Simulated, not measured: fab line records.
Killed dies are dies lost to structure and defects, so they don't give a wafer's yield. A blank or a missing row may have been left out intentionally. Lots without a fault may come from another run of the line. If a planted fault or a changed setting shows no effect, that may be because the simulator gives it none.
A struck lot beside a sound one :: flow rit cmos :: 43 steps out of a route of 202
Sound: wafers L883.1, L883.2, L883.5. Struck: wafers L876.1, L876.2, L876.6. Last of all comes the cause.
For every step that has rows: the tool of each side, followed by ch and its chambers, followed by its first start. Under that, the readings that differ: sound wafers :: struck wafers :: difference of the means :: sigmas: that difference in standard deviations of wafers without a fault.
alike: readings whose means differ by less than 2 such deviations, and words and numbers that are the same on both sides. not compared: withheld readings, readings that some wafer has no value for, bounds like >300 that may hide the same value, and numbers for which the record gives no deviation and whose values overlap.
The two part at a step that has a row with sigmas, a row that says differs or no value, or rows on one side only. Numbers that have no deviation but don't overlap get no sigmas and don't part them. A reading missing from all wafers of one side parts the sides only when that side holds two or more wafers.

first, 4 steps without rows for these wafers: RIT_ACTIVE_SOFTBAKE_07 (time 60 s); RIT_ACTIVE_EXPOSE_08 (exposes mask M1, target cd 1400 nm); RIT_ACTIVE_PEB_09; RIT_ACTIVE_DEVELOP_10 (develop time 50 s).
RIT_ACTIVE_CD_MEAS_11 targets a cd of 1400 nm.
  sound: cd sem-02 at day 4 09:10; struck: cd sem-02 at day 2 21:22
  alike: cd nm
then, 1 step without rows for these wafers: RIT_ACTIVE_HARDBAKE_12 (time 60 s).
RIT_ACTIVE_ETCH_13: etches Si3N4 in SF6, stops on SiO2, time 210 s, target depth 210 nm.
  sound on rie diel-01 ch 1,2, day 4 09:26; struck on rie diel-03 ch 1,3, day 2 21:38
  alike: chamber pressure mTorr, drypump motor current A, oes product au, throttle valve pct
  not compared: rf hours counter h
RIT_ACTIVE_STRIP_14: strips in O2, time 180 s.
  sound on plasma asher-04 ch 0,1, day 4 09:34; struck on plasma asher-04 ch 0,1, day 2 21:46
  alike: chamber pressure mTorr, drypump motor current A
  not compared: rf hours counter h
RIT_ACTIVE_CD_MEAS_90 targets a cd of 1400 nm.
  sound: cd sem-01 at day 4 09:45; struck: cd sem-01 at day 2 21:56
  alike: cd nm
then, 3 steps without rows for these wafers: RIT_ACTIVE_CLEAN_15 (cleans in SC1, time 600 s); RIT_ACTIVE_CLEAN_16 (cleans in dHF, time 30.51 s); RIT_ACTIVE_CLEAN_17 (cleans in SC2, time 600 s).
RIT_FOX1_OXIDATION_00: target thk 350.7 nm, ox time 1130 s.
  sound on furnace-03 ch 0, day 4 10:17; struck on furnace-04 ch 0, day 2 23:56
  alike: ox temp c
RIT_FOX1_THK_MEAS_01:
  sound: film metro-01 at day 4 11:36; struck: film metro-01 at day 3 01:15
  alike: FOX1_OXIDE_THK
then, 2 steps without rows for these wafers: RIT_FOX1_WET_ETCH_02 (etches SiO2 in BOE, target depth 350 nm, time 390 s); RIT_FOX2_OXIDATION_00 (target thk 350.7 nm, ox time 1130 s).
RIT_FOX2_THK_MEAS_01:
  sound: film metro-03 at day 4 13:07; struck: film metro-01 at day 3 02:45
  alike: FOX2_OXIDE_THK
then, 2 steps without rows for these wafers: RIT_FOX2_CLEAN_02 (cleans in dHF, time 180 s); RIT_FOX2_WET_ETCH_03 (etches Si3N4 in H3PO4, target depth 195 nm, time 2700 s).
RIT_FOX2_THK_MEAS_90:
  sound: film metro-03 at day 4 13:59; struck: film metro-01 at day 3 04:32
  alike: FIELD_OXIDE_LEFT_1_THK
then, 6 steps without rows for these wafers: RIT_NWELL_HMDS_00 (prime time 61.17 s); RIT_NWELL_COAT_01 (resist thk 1300 nm); RIT_NWELL_SOFTBAKE_02 (time 60 s); RIT_NWELL_EXPOSE_03 (exposes mask M2, target cd 43900 nm); RIT_NWELL_PEB_04; RIT_NWELL_DEVELOP_05 (develop time 68 s).
RIT_NWELL_OVL_MEAS_06:
  sound: overlay-02 at day 4 14:56; struck: overlay-01 at day 3 05:30
  alike: NWELL_OVL
then, 2 steps without rows for these wafers: RIT_NWELL_HARDBAKE_07 (time 120 s); RIT_NWELL_IMPLANT_08.
RIT_NWELL_STRIP_09: strips in O2, time 180 s.
  sound on plasma asher-01 ch 0,1, day 4 15:22; struck on plasma asher-01 ch 0,1, day 3 05:56
  alike: chamber pressure mTorr, drypump motor current A
  not compared: rf hours counter h
RIT_NWELL_TW_MEAS_10:
  sound: film metro-04 at day 4 15:32; struck: film metro-02 at day 3 06:07
  alike: NWELL_TW
then, 6 steps without rows for these wafers: RIT_PWELL_HMDS_00 (prime time 60 s); RIT_PWELL_COAT_01 (resist thk 1300 nm); RIT_PWELL_SOFTBAKE_02 (time 58.85 s); RIT_PWELL_EXPOSE_03 (exposes mask M3, target cd 43700 nm); RIT_PWELL_PEB_04; RIT_PWELL_DEVELOP_05 (develop time 68 s).
RIT_PWELL_OVL_MEAS_06:
  sound: overlay-01 at day 4 16:36; struck: overlay-02 at day 3 07:03
  alike: PWELL_OVL
then, 2 steps without rows for these wafers: RIT_PWELL_HARDBAKE_07 (time 120 s); RIT_PWELL_IMPLANT_08.
RIT_PWELL_STRIP_09: strips in O2, time 180 s.
  sound on plasma asher-01 ch 0,1, day 4 17:02; struck on plasma asher-04 ch 0,1, day 3 07:43
  alike: chamber pressure mTorr, drypump motor current A
  not compared: rf hours counter h
RIT_PWELL_TW_MEAS_10:
  sound: film metro-02 at day 4 17:13; struck: film metro-04 at day 3 07:53
  alike: PWELL_TW
RIT_M1_PROBE_99:
  sound: prober-01 at day 6 08:45; struck: prober-02 at day 4 19:45
reading: killed at front end
sound: 6 5 4
struck: 82 78 69
difference: +71
sigmas: +25

reading: killed dies
sound: 6 5 4
struck: 82 78 69
difference: +71
sigmas: +25

reading: killed on rim
sound: 4 0 0
struck: 26 19 20
difference: +20
sigmas: +15
  alike: killed at contacts, killed open, killed short

WHERE THEY PART
Within this record, at RIT_M1_PROBE_99 only.

WHY: what the simulator had put in
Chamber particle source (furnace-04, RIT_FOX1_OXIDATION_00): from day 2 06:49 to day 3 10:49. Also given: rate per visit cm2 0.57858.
